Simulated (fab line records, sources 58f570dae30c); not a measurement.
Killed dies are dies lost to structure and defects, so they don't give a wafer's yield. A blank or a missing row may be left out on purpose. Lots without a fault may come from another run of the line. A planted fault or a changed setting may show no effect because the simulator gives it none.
A sampling plan put to the test | flow berkeley_cmos170 | one fab line, 43 faults that these records tell of, each judged on the records of the lots that it struck
The plan is the line's own looks: the steps of the route at which a gauge or an inspection reads the wafer and doesn't change it. A look can be judged if struck wafers have a number there and the file gives its usual mean and standard deviation on fault-free wafers. Caught: at a look after the fault's first step, the mean of the struck wafers lies 4 or more of those standard deviations (sigma) from the usual mean. On the tool: the same test on the tool's own readings at the fault's steps. Another recipe on the struck wafers, or a record that is blank for them alone, also counts as caught.

THE FAULTS, as the simulator had put them in
1. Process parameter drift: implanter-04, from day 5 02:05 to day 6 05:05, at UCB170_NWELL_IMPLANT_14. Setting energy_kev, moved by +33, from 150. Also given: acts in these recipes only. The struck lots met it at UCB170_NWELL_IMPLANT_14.
2. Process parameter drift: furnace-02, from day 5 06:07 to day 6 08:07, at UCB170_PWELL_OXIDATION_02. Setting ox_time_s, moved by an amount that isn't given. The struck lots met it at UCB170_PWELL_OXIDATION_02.
3. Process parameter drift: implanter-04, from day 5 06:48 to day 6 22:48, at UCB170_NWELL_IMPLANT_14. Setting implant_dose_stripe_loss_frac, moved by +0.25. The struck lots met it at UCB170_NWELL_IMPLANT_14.
4. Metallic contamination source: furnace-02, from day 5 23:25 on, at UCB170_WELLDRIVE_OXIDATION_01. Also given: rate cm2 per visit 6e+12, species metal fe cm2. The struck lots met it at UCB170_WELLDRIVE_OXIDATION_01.
5. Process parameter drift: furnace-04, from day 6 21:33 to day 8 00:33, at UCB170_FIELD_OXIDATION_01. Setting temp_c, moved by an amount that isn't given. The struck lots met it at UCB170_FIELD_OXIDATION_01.
6. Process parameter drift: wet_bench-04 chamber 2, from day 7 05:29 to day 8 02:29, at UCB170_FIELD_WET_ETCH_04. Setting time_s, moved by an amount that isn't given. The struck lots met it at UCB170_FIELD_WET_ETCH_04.
7. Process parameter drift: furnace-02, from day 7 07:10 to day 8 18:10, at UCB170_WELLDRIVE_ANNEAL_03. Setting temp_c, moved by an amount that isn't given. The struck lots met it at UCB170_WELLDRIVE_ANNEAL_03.
8. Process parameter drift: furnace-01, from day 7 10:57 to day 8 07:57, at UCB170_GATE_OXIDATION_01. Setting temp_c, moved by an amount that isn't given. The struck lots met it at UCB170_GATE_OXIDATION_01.
9. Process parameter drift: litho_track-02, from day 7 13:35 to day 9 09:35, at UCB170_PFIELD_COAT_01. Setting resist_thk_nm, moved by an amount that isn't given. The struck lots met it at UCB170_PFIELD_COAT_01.
10. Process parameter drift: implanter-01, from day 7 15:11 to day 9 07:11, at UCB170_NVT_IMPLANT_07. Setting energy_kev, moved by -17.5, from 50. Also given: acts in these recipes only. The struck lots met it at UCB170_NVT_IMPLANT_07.
11. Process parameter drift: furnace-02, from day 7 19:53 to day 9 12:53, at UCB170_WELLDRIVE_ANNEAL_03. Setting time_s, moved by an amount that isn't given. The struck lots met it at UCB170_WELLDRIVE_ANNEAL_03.
12. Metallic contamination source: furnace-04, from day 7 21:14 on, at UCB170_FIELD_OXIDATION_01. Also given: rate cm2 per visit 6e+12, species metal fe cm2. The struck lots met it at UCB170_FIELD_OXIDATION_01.
13. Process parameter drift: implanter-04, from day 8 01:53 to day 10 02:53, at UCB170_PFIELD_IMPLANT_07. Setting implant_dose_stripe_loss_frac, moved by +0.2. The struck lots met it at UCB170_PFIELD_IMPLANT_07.
14. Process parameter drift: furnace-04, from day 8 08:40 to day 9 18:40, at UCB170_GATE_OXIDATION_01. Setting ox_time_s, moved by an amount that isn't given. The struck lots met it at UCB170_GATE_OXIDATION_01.
15. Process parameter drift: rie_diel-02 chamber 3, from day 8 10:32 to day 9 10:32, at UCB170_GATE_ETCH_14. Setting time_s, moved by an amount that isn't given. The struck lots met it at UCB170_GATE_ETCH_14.
16. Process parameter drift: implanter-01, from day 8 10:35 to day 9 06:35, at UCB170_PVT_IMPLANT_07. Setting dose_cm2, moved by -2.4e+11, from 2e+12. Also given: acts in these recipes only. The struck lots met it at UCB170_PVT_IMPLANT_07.
17. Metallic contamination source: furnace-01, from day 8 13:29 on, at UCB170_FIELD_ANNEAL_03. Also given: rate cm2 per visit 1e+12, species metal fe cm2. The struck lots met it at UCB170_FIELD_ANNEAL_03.
18. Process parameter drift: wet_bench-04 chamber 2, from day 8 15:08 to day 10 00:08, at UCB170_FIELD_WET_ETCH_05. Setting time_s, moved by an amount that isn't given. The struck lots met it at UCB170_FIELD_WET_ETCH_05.
19. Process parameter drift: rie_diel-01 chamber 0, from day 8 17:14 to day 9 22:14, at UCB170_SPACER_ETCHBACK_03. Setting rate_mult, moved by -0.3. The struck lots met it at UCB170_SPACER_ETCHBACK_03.
20. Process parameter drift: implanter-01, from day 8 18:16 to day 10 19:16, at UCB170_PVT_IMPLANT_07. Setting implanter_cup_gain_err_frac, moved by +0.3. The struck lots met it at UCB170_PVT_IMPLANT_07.
21. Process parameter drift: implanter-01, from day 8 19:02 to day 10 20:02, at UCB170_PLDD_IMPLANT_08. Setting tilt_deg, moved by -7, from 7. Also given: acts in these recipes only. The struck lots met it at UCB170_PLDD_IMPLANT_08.
22. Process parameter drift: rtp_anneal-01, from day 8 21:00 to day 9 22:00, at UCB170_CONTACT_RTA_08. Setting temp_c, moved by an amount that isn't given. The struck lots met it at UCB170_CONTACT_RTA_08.
23. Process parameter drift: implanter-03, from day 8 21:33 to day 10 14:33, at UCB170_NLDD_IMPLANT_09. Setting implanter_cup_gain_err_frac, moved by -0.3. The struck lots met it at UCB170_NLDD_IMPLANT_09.
24. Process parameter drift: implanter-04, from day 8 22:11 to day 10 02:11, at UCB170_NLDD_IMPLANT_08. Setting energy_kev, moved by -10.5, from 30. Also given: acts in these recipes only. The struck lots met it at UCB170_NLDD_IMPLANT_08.
25. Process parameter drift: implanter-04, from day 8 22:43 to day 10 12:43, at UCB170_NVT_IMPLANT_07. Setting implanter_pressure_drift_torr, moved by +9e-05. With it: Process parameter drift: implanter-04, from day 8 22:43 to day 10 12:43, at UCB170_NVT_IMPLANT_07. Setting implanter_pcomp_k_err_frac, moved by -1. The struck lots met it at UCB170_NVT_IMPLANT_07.
26. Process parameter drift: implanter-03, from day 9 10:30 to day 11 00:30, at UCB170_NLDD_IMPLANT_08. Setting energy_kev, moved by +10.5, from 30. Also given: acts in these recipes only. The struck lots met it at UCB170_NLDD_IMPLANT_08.
27. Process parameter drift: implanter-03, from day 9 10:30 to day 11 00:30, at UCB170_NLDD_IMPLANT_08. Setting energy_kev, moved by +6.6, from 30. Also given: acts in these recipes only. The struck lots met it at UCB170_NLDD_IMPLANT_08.
28. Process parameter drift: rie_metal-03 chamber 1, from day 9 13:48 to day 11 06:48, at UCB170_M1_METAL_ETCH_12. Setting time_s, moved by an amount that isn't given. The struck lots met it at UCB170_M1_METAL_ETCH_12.
29. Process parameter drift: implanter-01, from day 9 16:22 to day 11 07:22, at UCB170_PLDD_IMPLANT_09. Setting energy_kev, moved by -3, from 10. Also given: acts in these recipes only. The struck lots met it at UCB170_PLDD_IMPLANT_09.
30. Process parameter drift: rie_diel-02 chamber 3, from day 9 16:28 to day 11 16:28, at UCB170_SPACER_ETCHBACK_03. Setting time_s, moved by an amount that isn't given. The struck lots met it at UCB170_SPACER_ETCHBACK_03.
31. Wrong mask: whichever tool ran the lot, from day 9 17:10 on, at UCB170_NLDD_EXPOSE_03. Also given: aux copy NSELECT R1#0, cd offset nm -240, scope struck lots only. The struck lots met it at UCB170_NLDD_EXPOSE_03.
32. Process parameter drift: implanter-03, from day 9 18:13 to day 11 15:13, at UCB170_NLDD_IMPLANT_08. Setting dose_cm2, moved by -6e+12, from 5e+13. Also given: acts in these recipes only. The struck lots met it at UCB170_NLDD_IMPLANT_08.
33. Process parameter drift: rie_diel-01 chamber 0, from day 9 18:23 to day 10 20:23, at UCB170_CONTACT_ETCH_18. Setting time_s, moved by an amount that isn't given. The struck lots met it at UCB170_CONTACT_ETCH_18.
34. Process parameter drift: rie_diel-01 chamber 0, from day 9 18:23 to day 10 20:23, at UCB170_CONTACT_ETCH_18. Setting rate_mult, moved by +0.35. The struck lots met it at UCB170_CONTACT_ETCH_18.
35. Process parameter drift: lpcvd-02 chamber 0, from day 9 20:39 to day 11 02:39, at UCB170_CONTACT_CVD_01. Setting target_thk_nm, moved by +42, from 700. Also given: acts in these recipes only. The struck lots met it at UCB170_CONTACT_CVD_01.
36. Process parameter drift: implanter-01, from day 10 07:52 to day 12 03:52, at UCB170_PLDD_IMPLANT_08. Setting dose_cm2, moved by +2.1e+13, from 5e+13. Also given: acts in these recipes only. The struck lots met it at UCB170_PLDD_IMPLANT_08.
37. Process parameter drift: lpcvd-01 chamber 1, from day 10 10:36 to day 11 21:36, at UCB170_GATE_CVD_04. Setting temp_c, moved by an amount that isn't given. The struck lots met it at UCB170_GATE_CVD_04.
38. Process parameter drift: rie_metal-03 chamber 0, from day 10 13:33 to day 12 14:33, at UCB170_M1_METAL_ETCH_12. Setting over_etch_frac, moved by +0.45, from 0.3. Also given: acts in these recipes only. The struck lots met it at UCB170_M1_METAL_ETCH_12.
39. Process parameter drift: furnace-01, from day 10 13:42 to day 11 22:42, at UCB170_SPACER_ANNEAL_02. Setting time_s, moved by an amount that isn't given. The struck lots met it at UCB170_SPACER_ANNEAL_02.
40. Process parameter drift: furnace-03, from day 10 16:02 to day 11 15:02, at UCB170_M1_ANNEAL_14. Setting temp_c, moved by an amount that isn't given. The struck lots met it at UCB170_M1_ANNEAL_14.
41. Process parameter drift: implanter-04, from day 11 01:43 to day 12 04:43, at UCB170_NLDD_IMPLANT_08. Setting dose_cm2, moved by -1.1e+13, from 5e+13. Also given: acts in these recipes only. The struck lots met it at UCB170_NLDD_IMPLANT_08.
42. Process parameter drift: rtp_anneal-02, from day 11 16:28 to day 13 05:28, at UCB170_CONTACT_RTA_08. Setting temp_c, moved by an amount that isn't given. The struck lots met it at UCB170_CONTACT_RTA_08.
43. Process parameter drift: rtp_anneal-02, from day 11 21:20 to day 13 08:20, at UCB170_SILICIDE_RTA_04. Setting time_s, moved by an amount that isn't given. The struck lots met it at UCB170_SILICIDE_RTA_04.

WHAT THE PLAN SAW
fault | on the tool itself                            | first look that catches it                      | reading, sigma                                       | median hours from its first step to that look | hours from the fault's start to the first struck lot there | judged looks passed uncaught
1     | beam_energy_keV +99 or beyond sigma           | UCB170_NWELL_TW_MEAS_16                         | NWELL_TW +4.1                                        | 0.2                                           | 5                                                          | 0
2     | no reading that can be judged                 | UCB170_PWELL_THK_MEAS_03                        | PWELL_OXIDE_THK +4.9                                 | 1.4                                           | 17                                                         | 0
3     | under 2 sigma                                 | none of the 6 looks that can be judged after it | strongest: NWELL_TW at UCB170_NWELL_TW_MEAS_16, -2.0 | -                                             | -                                                          | 6
4     | no reading that can be judged                 | none of the 7 looks that can be judged after it | -                                                    | -                                             | -                                                          | 7
5     | tube_center_temp_C -99 or beyond sigma        | UCB170_FIELD_THK_MEAS_02                        | FIELD_OXIDE_THK -8.2                                 | 3.1                                           | 7                                                          | 0
6     | run_length_s -35 sigma                        | not the one look that can be judged after it    | -                                                    | -                                             | -                                                          | 1
7     | tube_center_temp_C +99 or beyond sigma        | no look after it can be judged                  | -                                                    | -                                             | -                                                          | 0
8     | tube_center_temp_C -99 or beyond sigma        | UCB170_GATE_THK_MEAS_02                         | GATE_OXIDE_THK -4.0                                  | 1.5                                           | 5                                                          | 0
9     | no reading that can be judged                 | none of the 2 looks that can be judged after it | -                                                    | -                                             | -                                                          | 2
10    | beam_energy_keV -99 or beyond sigma           | UCB170_NVT_TW_MEAS_09                           | NVT_TW -10                                           | 0.2                                           | 7                                                          | 0
11    | under 2 sigma                                 | none of the 6 looks that can be judged after it | -                                                    | -                                             | -                                                          | 6
12    | no reading that can be judged                 | none of the 6 looks that can be judged after it | -                                                    | -                                             | -                                                          | 6
13    | under 2 sigma                                 | none of the 7 looks that can be judged after it | -                                                    | -                                             | -                                                          | 7
14    | under 2 sigma                                 | UCB170_GATE_THK_MEAS_02                         | GATE_OXIDE_THK +13                                   | 1.5                                           | 7                                                          | 0
15    | under 2 sigma                                 | no look after it can be judged                  | -                                                    | -                                             | -                                                          | 0
16    | dose_ions_cm2 -99 or beyond sigma             | not the one look that can be judged after it    | strongest: PVT_TW at UCB170_PVT_TW_MEAS_09, -3.6     | -                                             | -                                                          | 1
17    | no reading that can be judged                 | none of the 6 looks that can be judged after it | -                                                    | -                                             | -                                                          | 6
18    | run_length_s +99 or beyond sigma              | not the one look that can be judged after it    | -                                                    | -                                             | -                                                          | 1
19    | oes_product_au -9.1 sigma                     | no look after it can be judged                  | -                                                    | -                                             | -                                                          | 0
20    | faraday_current_uA +18 sigma                  | UCB170_PVT_TW_MEAS_09                           | PVT_TW -7.2                                          | 0.2                                           | 7                                                          | 0
21    | tilt_deg -99 or beyond sigma                  | UCB170_PLDD_TW_MEAS_11                          | PLDD_TW -4.4                                         | 0.4                                           | 6                                                          | 0
22    | wafer_temp_C_max -15 sigma                    | no look after it can be judged                  | -                                                    | -                                             | -                                                          | 0
23    | beam_on_s +19 sigma                           | UCB170_NLDD_TW_MEAS_11                          | NLDD_TW +6.1                                         | 0.2                                           | 6                                                          | 0
24    | beam_energy_keV -99 or beyond sigma           | UCB170_NLDD_TW_MEAS_11                          | NLDD_TW -5.8                                         | 0.4                                           | 6                                                          | 0
25    | end_station_pressure_torr +99 or beyond sigma | UCB170_NVT_TW_MEAS_09                           | NVT_TW +5.7                                          | 0.2                                           | 0                                                          | 0
26    | beam_energy_keV +99 or beyond sigma           | UCB170_NLDD_TW_MEAS_11                          | NLDD_TW +5.9                                         | 0.4                                           | 7                                                          | 0
27    | beam_energy_keV +99 or beyond sigma           | UCB170_SDANNEAL_RS_MEAS_05                      | NLDD_RS -25                                          | 11.3                                          | 19                                                         | 1
28    | run_length_s -12 sigma                        | no look after it can be judged                  | -                                                    | -                                             | -                                                          | 0
29    | beam_energy_keV -99 or beyond sigma           | UCB170_PLDD_TW_MEAS_11                          | PLDD_TW -4.0                                         | 0.2                                           | 1                                                          | 0
30    | run_length_s -75 sigma                        | no look after it can be judged                  | -                                                    | -                                             | -                                                          | 0
31    | no reading that can be judged                 | UCB170_NLDD_CD_MEAS_06                          | cd_nm -99 or beyond                                  | 0.7                                           | 1                                                          | 0
32    | dose_ions_cm2 -99 or beyond sigma             | UCB170_SDANNEAL_RS_MEAS_05                      | NLDD_RS +20                                          | 10.9                                          | 12                                                         | 1
33    | run_length_s +99 or beyond sigma              | no look after it can be judged                  | -                                                    | -                                             | -                                                          | 0
34    | under 2 sigma                                 | no look after it can be judged                  | -                                                    | -                                             | -                                                          | 0
35    | under 2 sigma                                 | UCB170_CONTACT_THK_MEAS_02                      | CONTACT_PSG_THK +8.1                                 | 1.8                                           | 3                                                          | 0
36    | dose_ions_cm2 +99 or beyond sigma             | UCB170_PLDD_TW_MEAS_11                          | PLDD_TW +6.1                                         | 0.4                                           | 16                                                         | 0
37    | susceptor_temp_C -40 sigma                    | UCB170_GATE_THK_MEAS_05                         | GATE_POLY_THK -26                                    | 1.4                                           | 25                                                         | 0
38    | oes_product_au -9.7 sigma                     | UCB170_M1_CD_MEAS_90                            | cd_nm -5.9                                           | 0.2                                           | 2                                                          | 0
39    | under 2 sigma                                 | UCB170_SDANNEAL_RS_MEAS_04                      | PLDD_RS +11                                          | 6.5                                           | 22                                                         | 1
40    | tube_center_temp_C +99 or beyond sigma        | no look after it can be judged                  | -                                                    | -                                             | -                                                          | 0
41    | dose_ions_cm2 -99 or beyond sigma             | UCB170_SDANNEAL_RS_MEAS_05                      | NLDD_RS +38                                          | 12.1                                          | 11                                                         | 1
42    | wafer_temp_C_max +59 sigma                    | no look after it can be judged                  | -                                                    | -                                             | -                                                          | 0
43    | under 2 sigma                                 | none of the 6 looks that can be judged after it | -                                                    | -                                             | -                                                          | 6
A dash: the fault isn't caught, or these records don't give the number.

Caught at a look: 22 of 43. Caught on the tool: 28 of 43. By one or the other: 33 of 43.
Caught on the tool alone: faults 6, 7, 16, 18, 19, 22, 28, 30, 33, 40, 42.
Caught at a look alone: faults 2, 14, 31, 35, 39.
Caught by neither: faults 3, 4, 9, 11, 12, 13, 15, 17, 34, 43.

THINNER SAMPLING
If the look that catches a fault measured only every second or every third lot, by lot number, the first struck lot would be measured this late in the worst case:
fault | struck lots at that look, in order of time | every lot | every second lot | every third lot
1     | L655, L656, L657                           | 5 h       | 5 h              | 10 h
2     | L158, L157                                 | 17 h      | 17 h             | may miss all 2
5     | L440, L439, L441                           | 7 h       | 7 h              | 7 h
8     | L225, L226                                 | 5 h       | 5 h              | may miss all 2
10    | L309, L312                                 | 7 h       | 16 h             | may miss all 2
14    | L113, L114, L115                           | 7 h       | 7 h              | 7 h
20    | L357, L355                                 | 7 h       | may miss all 2   | may miss all 2
21    | L786, L788, L789                           | 6 h       | 22 h             | may miss all 3
23    | L578, L581                                 | 6 h       | 20 h             | may miss all 2
24    | L403, L408                                 | 6 h       | 20 h             | may miss all 2
25    | L171, L178                                 | 0 h       | 32 h             | may miss all 2
26    | L812, L813                                 | 7 h       | 9 h              | may miss all 2
27    | L539, L540                                 | 19 h      | 19 h             | may miss all 2
29    | L827, L831                                 | 1 h       | may miss all 2   | may miss all 2
31    | L899                                       | 1 h       | may miss it      | may miss it
32    | L237, L241                                 | 12 h      | may miss all 2   | may miss all 2
35    | L531                                       | 3 h       | may miss it      | may miss it
36    | L846, L847                                 | 16 h      | 16 h             | may miss all 2
37    | L236, L237                                 | 25 h      | 25 h             | may miss all 2
38    | L816                                       | 2 h       | may miss it      | may miss it
39    | L644, L643, L645                           | 22 h      | 23 h             | 23 h
41    | L857, L862                                 | 11 h      | 28 h             | may miss all 2
Hours are from the fault's start to the first struck lot that is measured. The limit of 4 sigma was tested on all struck wafers together, so one lot alone may lie under it. Other struck lots may not be in these records.

THE LONGEST TIMED WAY FROM STEP TO LOOK
Fault 41: a median of 12.1 hours passes between UCB170_NLDD_IMPLANT_08 and UCB170_SDANNEAL_RS_MEAS_05. The look between them that can be judged stayed within 4 sigma: UCB170_NLDD_TW_MEAS_11.
